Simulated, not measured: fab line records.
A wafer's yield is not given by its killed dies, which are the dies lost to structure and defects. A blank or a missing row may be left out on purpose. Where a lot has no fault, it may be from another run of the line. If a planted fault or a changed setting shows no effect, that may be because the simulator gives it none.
Which tool is to blame? ; flow berkeley cmos170 ; 14 lots, 42 wafers sampled, at 4 steps of a route of 331

WHAT THE GAUGES SHOWED, per wafer
UCB170_PWELL_TW_MEAS_17. Usual: PWELL_TW 385, standard deviation 5.4.
lot;measured;on;PWELL_TW;flag
L526;day 3 04:26;film metro-04;378 380 379;
L528;day 3 20:13;film metro-03;390 389 388;
L529;day 3 20:41;film metro-03;389 387 390;
L530;day 4 04:21;film metro-03;387 388 388;
L531;day 4 18:02;film metro-03;389 388 386;
L533;day 5 00:57;film metro-04;381 381 380;
L535;day 5 13:12;film metro-04;380 379 379;
L536;day 5 13:26;film metro-03;392 392 391;
L538;day 6 01:41;film metro-03;391 389 390;
L539;day 6 09:08;film metro-03;389 389 389;
L540;day 6 09:23;film metro-03;416 415 412;OFF
L541;day 6 16:13;film metro-03;389 391 390;
L542;day 6 16:23;film metro-03;415 417 416;OFF
L547;day 7 18:22;film metro-03;389 389 387;

UCB170_M1_OVL_MEAS_10. Usual: M1_OVL 1 nm, standard deviation 4.3.
lot;measured;on;M1_OVL (nm);flag
L526;day 8 12:52;overlay-02;-8 0 -9;
L528;day 9 07:45;overlay-02;3 -1 4;
L529;day 9 07:56;overlay-02;4 0 3;
L530;day 9 07:40;overlay-01;4 -1 3;
L531;day 9 17:25;overlay-02;3 3 -2;
L533;day 10 04:11;overlay-01;1 2 6;
L535;day 10 13:25;overlay-02;0 -1 -2;
L536;day 10 13:52;overlay-02;8 4 5;
L538;day 10 22:16;overlay-01;4 1 3;
L539;day 11 10:08;overlay-02;-1 3 0;
L540;day 11 11:55;overlay-01;-2 -5 -1;
L541;day 11 12:17;overlay-01;-2 -4 -3;
L542;day 11 10:39;overlay-01;0 0 -4;
L547;day 12 16:54;overlay-01;-4 -3 -1;

TOOL THAT RAN EACH LOT (tool first, then ch and the chambers of the sampled wafers, then the start)
lot;UCB170_PWELL_IMPLANT_15;UCB170_CONTACT_STRIP_06
L526;implanter-01 ch 0, day 3 04:11;plasma asher-02 ch 0,1, day 8 09:28
L528;implanter-01 ch 0, day 3 19:58;plasma asher-01 ch 0,1, day 9 01:29
L529;implanter-01 ch 0, day 3 20:28;plasma asher-02 ch 0,1, day 9 01:53
L530;implanter-01 ch 0, day 4 04:08;plasma asher-03 ch 0,1, day 9 01:26
L531;implanter-02 ch 0, day 4 17:47;plasma asher-02 ch 0,1, day 9 12:14
L533;implanter-01 ch 0, day 5 00:43;plasma asher-01 ch 0,1, day 10 00:17
L535;implanter-04 ch 0, day 5 12:59;plasma asher-01 ch 0,1, day 10 08:58
L536;implanter-01 ch 0, day 5 13:13;plasma asher-01 ch 0,1, day 10 09:13
L538;implanter-04 ch 0, day 6 01:27;plasma asher-03 ch 0,1, day 10 18:24
L539;implanter-02 ch 0, day 6 08:53;plasma asher-02 ch 0,1, day 11 06:45
L540;implanter-01 ch 0, day 6 09:10;plasma asher-01 ch 0,1, day 11 08:33
L541;implanter-04 ch 0, day 6 15:58;plasma asher-02 ch 0,1, day 11 08:46
L542;implanter-01 ch 0, day 6 16:10;plasma asher-01 ch 0,1, day 11 06:47
L547;implanter-02 ch 0, day 7 18:07;plasma asher-01 ch 0,1, day 12 12:41
- UCB170_PWELL_IMPLANT_15
- UCB170_CONTACT_STRIP_06: strips in O2.

WHAT THE TOOLS THEMSELVES READ (means of the sampled wafers that have a number; where no wafer has one, the mark that the record gives instead)
UCB170_PWELL_IMPLANT_15. Usual: beam on s 10.01 s, standard deviation 0.2; dose ions cm2 5e+12, standard deviation 5.4e+09; faraday current uA 15.8, standard deviation 0.32.
lot;tool;beam on s (s);dose ions cm2;faraday current uA;flag
L526;implanter-01;10.16;5e+12;15.6;
L528;implanter-01;10.11;5e+12;15.7;
L529;implanter-01;9.88;5e+12;16.0;
L530;implanter-01;9.84;5e+12;16.1;
L531;implanter-02;9.96;5e+12;15.9;
L533;implanter-01;10.21;5e+12;15.6;
L535;implanter-04;10.20;5e+12;15.6;
L536;implanter-01;10.27;5e+12;15.5;
L538;implanter-04;9.96;5e+12;15.9;
L539;implanter-02;9.92;5e+12;16.1;
L540;implanter-01;10.14;6e+12;19.4;OFF
L541;implanter-04;9.96;5e+12;15.9;
L542;implanter-01;10.03;6e+12;19.6;OFF
L547;implanter-02;9.98;5e+12;15.9;

UCB170_CONTACT_STRIP_06. Usual: drypump motor current A 6.32 A, standard deviation 0.22; oes product au 0.734 a.u., standard deviation 0.0044; strip time to endpoint s 21.95 s, standard deviation 0.066.
lot;tool;drypump motor current A (A);oes product au (a.u.);strip time to endpoint s (s);flag
L526;plasma asher-02;6.51;0.734;22.12;
L528;plasma asher-01;6.27;0.732;21.89;
L529;plasma asher-02;6.50;0.731;22.07;
L530;plasma asher-03;5.98;0.733;21.92;
L531;plasma asher-02;6.48;0.736;21.92;
L533;plasma asher-01;6.32;0.736;21.96;
L535;plasma asher-01;6.24;0.733;21.97;
L536;plasma asher-01;6.24;0.737;21.88;
L538;plasma asher-03;6.21;0.733;21.90;
L539;plasma asher-02;6.50;0.737;21.95;
L540;plasma asher-01;6.27;0.738;21.92;
L541;plasma asher-02;6.49;0.735;21.93;
L542;plasma asher-01;6.24;0.740;21.97;
L547;plasma asher-01;6.24;0.734;21.96;

THE ANSWER, worked out from the rows above alone
Rule: a lot is off if the mean of its wafers that have a number lies more than 3 standard deviations from the usual mean. A lot without any number at a reading at which 4 lots or more have one is off too. All remaining lots with rows at the step are treated as sound. The gauges are gone through in route order, then the tools' own readings, and for those a lot's mean is taken as printed above. At the first step where some lot is off, the reading lying furthest off is the one used; lots without a number count as furthest.
Off: L540, L542, seen at UCB170_PWELL_TW_MEAS_17 (PWELL_TW).
If a tool, at a process step before that reading, ran all the lots that are off and no sound lot after the first of them, it fits. The gauges at UCB170_PWELL_TW_MEAS_17 aren't tried: what is off there is off at UCB170_PWELL_IMPLANT_15 too, on other tools, and a gauge's error can't cause that. One fits: implanter-01 at UCB170_PWELL_IMPLANT_15. A fault onset in the window from L536 (day 5 13:13, its last sound lot) to L540 (day 6 09:10, its first lot off) fits.
The tool's own readings at UCB170_PWELL_IMPLANT_15 bear it out: on the lots that are off they differ by more than 5 times the standard deviation of the sound lots' means. dose ions cm2 reads 6e+12 there against 5e+12 on the sound lots; faraday current uA reads 19.5 there against 15.8 on the sound lots.

WHAT HAD BEEN PUT IN BY THE SIMULATOR
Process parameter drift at UCB170_PWELL_IMPLANT_15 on implanter-01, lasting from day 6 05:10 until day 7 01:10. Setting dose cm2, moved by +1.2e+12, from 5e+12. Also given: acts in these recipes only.
Shown lots that were struck: L540, L542. The rule above reached the same finding.
